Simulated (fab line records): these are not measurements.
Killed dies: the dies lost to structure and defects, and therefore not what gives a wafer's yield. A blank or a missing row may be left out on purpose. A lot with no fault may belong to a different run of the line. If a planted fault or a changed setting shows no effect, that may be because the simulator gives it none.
What tool caused it?    flow ritCmos    14 lots with 42 wafers sampled at 2 steps, on a route of 202 steps

== WHAT THE GAUGES READ, wafer by wafer ==
The record lacks any reading of a measuring or inspecting step that a usual standard deviation could be used to judge.

== EACH LOT AND THE TOOL THAT RAN IT (in order: tool; ch and the chambers of the sampled wafers; start) ==
lot   RIT_CONTACT_ETCH_11               RIT_M1_PROBE_99
L676  rieDiel-04 ch 0,2, day 3 14:24    prober-02, day 3 19:28
L677  rieDiel-03 ch 0,1,2, day 3 18:56  prober-01, day 3 23:56
L678  rieDiel-03 ch 0,1,2, day 3 23:11  prober-02, day 4 04:03
L679  rieDiel-04 ch 0,1,2, day 4 04:07  prober-01, day 4 09:16
L681  rieDiel-04 ch 2,3, day 4 16:17    prober-01, day 4 21:33
L682  rieDiel-03 ch 0,2,3, day 4 20:18  prober-02, day 5 01:28
L683  rieDiel-02 ch 0,1, day 5 03:29    prober-02, day 5 10:38
L686  rieDiel-03 ch 0,3, day 5 10:58    prober-01, day 5 16:12
L689  rieDiel-02 ch 1,2,3, day 6 02:28  prober-02, day 6 07:31
L691  rieDiel-02 ch 0,2,3, day 6 15:13  prober-02, day 6 20:04
L692  rieDiel-04 ch 0,1,2, day 6 17:21  prober-01, day 6 22:32
L694  rieDiel-04 ch 2,3, day 7 10:12    prober-02, day 7 15:11
L696  rieDiel-03 ch 0,2,3, day 8 06:58  prober-01, day 8 11:57
L698  rieDiel-02 ch 2,3, day 8 07:26    prober-02, day 8 13:33
- RIT_CONTACT_ETCH_11: etches SiO2 in CHF3/CF4/Ar, stops on TiSi2, target depth 480 nm, time 320 s.
- RIT_M1_PROBE_99

== WHAT THE TOOLS THEMSELVES READ (means of the sampled wafers that have a number; where no wafer has one, the mark that the record gives instead) ==
RIT_CONTACT_ETCH_11.
lot   tool        CHF3_flow_sccm (sccm)  cf4FlowSccm (sccm)  drypumpMotorCurrentA (A)  oesProductAu (a.u.)  throttleValvePct (%)
L676  rieDiel-04  50.08                  10.01               5.6                       0.994                8.79
L677  rieDiel-03  49.91                  9.97                4.9                       0.984                8.90
L678  rieDiel-03  50.02                  10.01               4.9                       0.990                8.91
L679  rieDiel-04  49.84                  10.00               5.4                       0.994                8.81
L681  rieDiel-04  49.96                  9.97                5.3                       0.996                8.88
L682  rieDiel-03  49.92                  10.01               5.4                       0.985                8.84
L683  rieDiel-02  49.90                  9.99                5.3                       0.980                8.80
L686  rieDiel-03  49.88                  10.03               5.5                       0.987                8.89
L689  rieDiel-02  50.10                  9.98                5.9                       0.974                8.95
L691  rieDiel-02  49.94                  10.00               5.7                       0.983                8.90
L692  rieDiel-04  50.03                  9.96                5.4                       0.997                8.80
L694  rieDiel-04  50.10                  9.96                5.3                       1.001                8.89
L696  rieDiel-03  49.94                  9.99                5.4                       0.979                8.83
L698  rieDiel-02  50.12                  10.00               6.1                       0.972                9.00

RIT_M1_PROBE_99.
lot   tool       killed_at_M0_to_M3  killedAtContacts  killedAtFrontEnd  killedDies  killedOnRim  killedOpen  killedShort
L676  prober-02  0.0                 0.0               7.7               7.7         3.0          4.7         3.0
L677  prober-01  0.0                 0.0               4.3               4.3         2.0          2.0         2.3
L678  prober-02  0.0                 0.0               5.0               5.0         1.7          2.7         2.3
L679  prober-01  0.0                 0.0               6.3               6.3         0.7          2.3         4.0
L681  prober-01  0.0                 0.0               6.7               6.7         4.0          2.7         4.0
L682  prober-02  0.3                 0.0               5.3               5.7         0.7          3.3         2.3
L683  prober-02  0.0                 0.0               3.3               3.3         1.7          1.0         2.3
L686  prober-01  0.0                 0.3               3.7               4.0         0.3          2.0         2.0
L689  prober-02  0.0                 0.0               7.3               7.3         2.3          4.0         3.3
L691  prober-02  0.0                 0.0               6.0               6.0         2.0          2.7         3.3
L692  prober-01  0.0                 0.3               10.0              10.3        3.3          5.3         5.0
L694  prober-02  0.0                 0.0               4.3               4.3         1.0          2.7         1.7
L696  prober-01  0.0                 0.3               4.3               4.7         1.0          2.7         2.0
L698  prober-02  0.0                 0.0               5.7               5.7         2.0          3.3         2.3

== THE ANSWER, worked out from the rows above alone ==
Rule: the usual values come from the lots themselves. Put in order of their means at a reading, lots are off if they are a third of the lots or fewer, leave a main group of 4 or more, and stand apart from it by a gap of 3 or more times the standard deviation of the main group's means; of several such gaps the widest counts. The tables above print the reading to a certain number of digits; a main group whose means all agree to those digits is not used. A lot without any number at a reading at which 4 lots or more have one is off too. Where the step has rows for the other lots, those lots are counted as sound. After the gauges, taken in route order, come the tools' own readings; for these a lot's mean is taken, as printed above. The first step at which some lot is off is used, and at that step the reading that is off furthest; a lot without a number counts as furthest.
No lot is off on any of the readings shown, so nothing can be concluded from this.

== WHAT WAS PUT IN BY THE SIMULATOR ==
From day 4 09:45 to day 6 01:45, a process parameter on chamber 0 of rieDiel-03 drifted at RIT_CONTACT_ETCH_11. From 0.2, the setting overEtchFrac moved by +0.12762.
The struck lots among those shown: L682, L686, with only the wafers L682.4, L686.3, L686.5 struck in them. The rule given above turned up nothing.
